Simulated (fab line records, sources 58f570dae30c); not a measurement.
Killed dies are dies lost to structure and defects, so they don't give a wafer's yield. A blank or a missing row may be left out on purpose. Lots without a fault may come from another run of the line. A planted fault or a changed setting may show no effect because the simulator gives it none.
Which tool did it? | flow berkeley_cmos170 | 14 lots, 42 wafers sampled, at 3 steps of a route of 331

WHAT THE GAUGES READ, wafer by wafer
UCB170_M1_RS_MEAS_01: measures by four-point-probe.
lot  | measured     | on            | M1_AL_RS (ohm/sq)
L704 | day 7 11:00  | film_metro-02 | 0.0487 0.0490 0.0485
L705 | day 7 23:24  | film_metro-03 | 0.0485 0.0482 0.0481
L706 | day 8 05:20  | film_metro-02 | 0.0480 0.0488 0.0481
L707 | day 8 05:32  | film_metro-03 | 0.0483 0.0481 0.0487
L708 | day 8 14:25  | film_metro-03 | 0.0481 0.0488 0.0484
L709 | day 9 07:07  | film_metro-01 | 0.0486 0.0486 0.0486
L711 | day 9 07:52  | film_metro-02 | 0.0488 0.0489 0.0485
L712 | day 9 12:46  | film_metro-02 | 0.0480 0.0482 0.0483
L713 | day 9 12:44  | film_metro-03 | 0.0486 0.0488 0.0488
L714 | day 9 18:38  | film_metro-01 | 0.0478 0.0486 0.0485
L715 | day 9 18:50  | film_metro-02 | 0.0479 0.0486 0.0486
L716 | day 10 11:37 | film_metro-02 | 0.0490 0.0491 0.0492
L720 | day 10 21:34 | film_metro-02 | 0.0754 0.0488 0.0490
L724 | day 11 11:55 | film_metro-03 | 0.0484 0.0482 0.0746

UCB170_M1_THK_MEAS_02: measures by xrf.
lot  | measured     | on            | M1_AL_THK (nm)
L704 | day 7 11:06  | film_metro-02 | 609 605 609
L705 | day 7 23:31  | film_metro-03 | 606 605 609
L706 | day 8 05:27  | film_metro-02 | 612 597 611
L707 | day 8 05:38  | film_metro-03 | 601 605 596
L708 | day 8 14:32  | film_metro-03 | 605 594 601
L709 | day 9 07:14  | film_metro-01 | 600 601 603
L711 | day 9 07:58  | film_metro-02 | 603 601 608
L712 | day 9 12:52  | film_metro-02 | 613 612 610
L713 | day 9 12:51  | film_metro-03 | 604 600 603
L714 | day 9 18:45  | film_metro-01 | 609 597 599
L715 | day 9 18:57  | film_metro-02 | 614 607 608
L716 | day 10 11:43 | film_metro-02 | 597 594 595
L720 | day 10 21:40 | film_metro-02 | 392 602 599
L724 | day 11 12:02 | film_metro-03 | 605 605 395

WHICH TOOL RAN EACH LOT (tool, then ch and the chambers of the sampled wafers, then the start)
lot  | UCB170_M1_SPUTTER_00
L704 | pvd_sputter-03, day 7 10:54
L705 | pvd_sputter-01, day 7 23:19
L706 | pvd_sputter-01, day 8 05:16
L707 | pvd_sputter-03, day 8 05:26
L708 | pvd_sputter-03, day 8 14:21
L709 | pvd_sputter-03, day 9 07:03
L711 | pvd_sputter-01, day 9 07:46
L712 | pvd_sputter-04, day 9 12:40
L713 | pvd_sputter-03, day 9 12:40
L714 | pvd_sputter-01, day 9 18:34
L715 | pvd_sputter-04, day 9 18:46
L716 | pvd_sputter-04, day 10 11:32
L720 | pvd_sputter-04, day 10 21:28
L724 | pvd_sputter-04, day 11 11:50
- UCB170_M1_SPUTTER_00: material Al, target thk 600 nm, time 80 s.

WHAT THE TOOLS THEMSELVES READ (means of the sampled wafers that have a number; where no wafer has one, the mark that the record gives instead)
UCB170_M1_SPUTTER_00.
lot  | tool           | throttle_valve_pct (%)
L704 | pvd_sputter-03 | 29.9
L705 | pvd_sputter-01 | 30.0
L706 | pvd_sputter-01 | 30.1
L707 | pvd_sputter-03 | 30.0
L708 | pvd_sputter-03 | 30.0
L709 | pvd_sputter-03 | 30.2
L711 | pvd_sputter-01 | 30.2
L712 | pvd_sputter-04 | 30.0
L713 | pvd_sputter-03 | 29.8
L714 | pvd_sputter-01 | 30.2
L715 | pvd_sputter-04 | 29.8
L716 | pvd_sputter-04 | 29.7
L720 | pvd_sputter-04 | 29.6
L724 | pvd_sputter-04 | 29.6

THE ANSWER, worked out from the rows above alone
Rule: what is usual is taken from the lots themselves. Put in order of their means at a reading, lots are off if they are a third of the lots or fewer, leave a main group of 4 or more, and stand apart from it by a gap of 3 or more times the standard deviation of the main group's means; of several such gaps the widest counts. A main group whose means are all the same, to the digits that the tables above print for the reading, isn't used. A lot without any number at a reading at which 4 lots or more have one is off too. The other lots that the step has rows for count as sound. The gauges are gone through in route order, then the tools' own readings, and for those a lot's mean is taken as printed above. The first step at which some lot is off is used, and at that step the reading that is off furthest; a lot without a number counts as furthest.
Off: L720, L724, at UCB170_M1_RS_MEAS_01 (M1_AL_RS). The main group: mean 0.0485 ohm/sq, standard deviation 0.00026.
A tool fits if, at a process step before that reading, it ran every lot that is off, and no sound lot after the first of them. The gauges at UCB170_M1_RS_MEAS_01 are tried like those tools. One fits: pvd_sputter-04 at UCB170_M1_SPUTTER_00. Its last sound lot is L716 (day 10 11:32), its first lot that is off L720 (day 10 21:28): a fault that began between those two fits.

WHAT THE SIMULATOR HAD PUT IN
Process parameter drift: pvd_sputter-04, from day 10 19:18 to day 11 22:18, at UCB170_M1_SPUTTER_00. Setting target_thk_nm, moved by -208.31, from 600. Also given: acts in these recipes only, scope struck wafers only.
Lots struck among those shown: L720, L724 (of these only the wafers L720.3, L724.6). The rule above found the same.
